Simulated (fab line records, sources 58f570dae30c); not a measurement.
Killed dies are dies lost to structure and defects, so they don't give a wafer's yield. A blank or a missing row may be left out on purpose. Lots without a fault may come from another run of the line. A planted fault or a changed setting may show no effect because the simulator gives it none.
fab line records | flow berkeley_cmos170
record lots=15 wafers=45 last_day=12
route steps=331 shown V1@263
lots that met no fault: from a run of the same line without faults
start_h: hours from the record's first day to the start of the lot's first wafer shown | wait_h: hours since the lot's step before | " the same as in the row above | L1.1+2: a row that stands for several wafers | - no value, or no start given | * or withheld: withheld | < > ~ a bound
route shown NAME@n: a module of which the file shows steps, and the number in the route of the first | usual: mean/standard deviation of fault-free wafers | same: alike in all rows | chamber/n: place in a boat | sites: the reading at each site | _std_site: their standard deviation | _edge_site: outer sites' mean less inner sites' | radius_mm: how far each site lies from the wafer's centre | mask NAME#n: copy n | behind: the tool/chamber that last shaped the wafer | hold: why the lot was held/for how many hours/how that ended | device: the transistor (n, p or np) that didn't switch | end of line: the same wafers' tests at the end of the route | a step without rows: its recipe alone | killed: dies lost to structure and defects at the first sort, not the wafer's yield | map: a wafer's dies, x killed, . not, _ none there
set.NAME: the setting as run; set.NAME@STEP: as run at that earlier step | model.NAME: the simulator's own value behind a step, which no gauge read
steps of the route over a sample of lots; a table a step, a row a wafer
services: from which hour (start_h, from the record's first day; less than 0 if before it) a tool's chamber was out of use, for how many hours, and why
## steps
# step UCB170_V1_EXPOSE_09
# recipe mask_id=VIA1 target_cd_nm=700 na=0.5 sigma_outer=0.6 source_shape=conventional dose_mj=37
# usual exposure_dose_mJ_cm2=37.04/0.15 focus_offset_nm=-0.1/0.59 reticle_temp_C=22.98/0.097
# columns lot.wafer tool chamber start_h wait_h mask exposure_dose_mJ_cm2 focus_offset_nm reticle_temp_C
L663.1 krf_scanner-01 0 161.89 0.2 VIA1#0 36.97 -0.4 23.22
L663.2 " 0 " " VIA1#0 36.91 -0.3 23.00
L663.6 " 0 " " VIA1#0 36.99 -0.8 22.89
L662.2 krf_scanner-01 0 162.39 0.4 VIA1#0 36.99 0.5 22.84
L662.5 " 0 " " VIA1#0 36.96 0.5 22.85
L662.6 " 0 " " VIA1#0 36.94 0.6 22.95
L664.1 krf_scanner-02 0 162.73 0.4 VIA1#0 36.95 0.0 22.98
L664.2 " 0 " " VIA1#0 36.98 -0.6 22.94
L664.5 " 0 " " VIA1#0 36.97 -0.6 23.03
L671.1 krf_scanner-01 - 203.28 0.2 VIA1#0 - - -
L671.3 " - " " VIA1#0 - - -
L671.4 " - " " VIA1#0 - - -
L670.4 krf_scanner-02 - 203.59 0.2 VIA1#0 - - -
L670.5 " - " " VIA1#0 - - -
L670.6 " - " " VIA1#0 - - -
L669.1 krf_scanner-02 - 205.72 0.1 VIA1#0 - - -
L669.3 " - " " VIA1#0 - - -
L669.5 " - " " VIA1#0 - - -
L675.4 krf_scanner-02 0 213.52 0.3 VIA1#0 36.94 -0.6 23.08
L675.5 " 0 " " VIA1#0 36.95 0.6 22.91
L675.6 " 0 " " VIA1#0 36.94 -0.3 22.98
L678.2 krf_scanner-02 0 232.51 0.1 VIA1#0 36.94 1.3 22.96
L678.3 " 0 " " VIA1#0 36.93 0.0 23.07
L678.5 " 0 " " VIA1#0 37.00 0.9 22.93
L681.2 krf_scanner-01 0 243.54 0.1 VIA1#0 37.37 -0.9 22.87
L681.3 " 0 " " VIA1#0 37.46 -0.2 22.99
L681.5 " 0 " " VIA1#0 37.38 0.0 22.96
L680.2 krf_scanner-02 0 243.78 0.4 VIA1#0 36.97 -0.2 22.99
L680.3 " 0 " " VIA1#0 36.97 0.2 22.87
L680.5 " 0 " " VIA1#0 36.98 0.1 23.05
L679.1 krf_scanner-01 0 244.00 0.3 VIA1#0 37.35 -0.7 23.05
L679.3 " 0 " " VIA1#0 37.35 0.0 23.00
L679.6 " 0 " " VIA1#0 37.38 -1.3 22.86
L682.2 krf_scanner-02 0 247.32 0.2 VIA1#0 37.04 0.4 23.14
L682.4 " 0 " " VIA1#0 37.05 -0.3 23.17
L682.5 " 0 " " VIA1#0 36.99 0.5 22.98
L683.2 krf_scanner-02 0 247.44 0.2 VIA1#0 36.98 -0.3 23.07
L683.3 " 0 " " VIA1#0 37.03 -0.7 22.84
L683.6 " 0 " " VIA1#0 36.91 1.0 23.05
L684.1 krf_scanner-02 0 270.93 0.1 VIA1#0 36.94 0.5 22.96
L684.2 " 0 " " VIA1#0 36.98 -0.1 23.03
L684.3 " 0 " " VIA1#0 36.93 -0.1 22.95
L685.3 krf_scanner-01 0 281.94 0.3 VIA1#0 37.43 0.7 23.05
L685.5 " 0 " " VIA1#0 37.41 0.2 23.12
L685.6 " 0 " " VIA1#0 37.44 0.4 23.05
## services
# columns tool chamber start_h hours kind
krf_scanner-01 - 144.27 0.8 pm
krf_scanner-01 - 155.98 3.5 repair
krf_scanner-01 - 166.39 1.0 pm
krf_scanner-01 - 181.32 3.1 repair
krf_scanner-02 - 195.27 1.0 pm
krf_scanner-02 - 198.70 0.8 pm
krf_scanner-01 0 203.26 - calibration
krf_scanner-01 - 212.41 1.3 pm
krf_scanner-01 - 212.52 - calibration
krf_scanner-02 - 229.85 1.3 pm
krf_scanner-02 0 236.85 - calibration
krf_scanner-01 - 250.99 4.4 pm
## key
first_sign step=UCB170_V1_EXPOSE_09 reading=tool_record direction=missing
effect none on later readings
met_at UCB170_V1_EXPOSE_09
struck_lots L669,L670,L671
later_rows_left_out L669.1,L669.3,L669.5,L670.4,L670.5,L670.6,L671.1,L671.3,L671.4
sort_left_out L669.1,L669.3,L669.5,L670.4,L670.5,L670.6,L671.1,L671.3,L671.4
onset_between 162.73 203.28
fault kind=skipped_step_whole tool=krf_scanner-01,krf_scanner-02 chamber=- onset_h=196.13 steps=UCB170_V1_EXPOSE_09 scope=struck_lots_only
# sort_left_out: the simulated sort isn't trusted on such a fault, so these wafers' sort isn't shown, and their yield isn't known
# later_rows_left_out: the simulator's readings of these wafers behind a module that went badly wrong aren't trusted and aren't shown, but for the sort
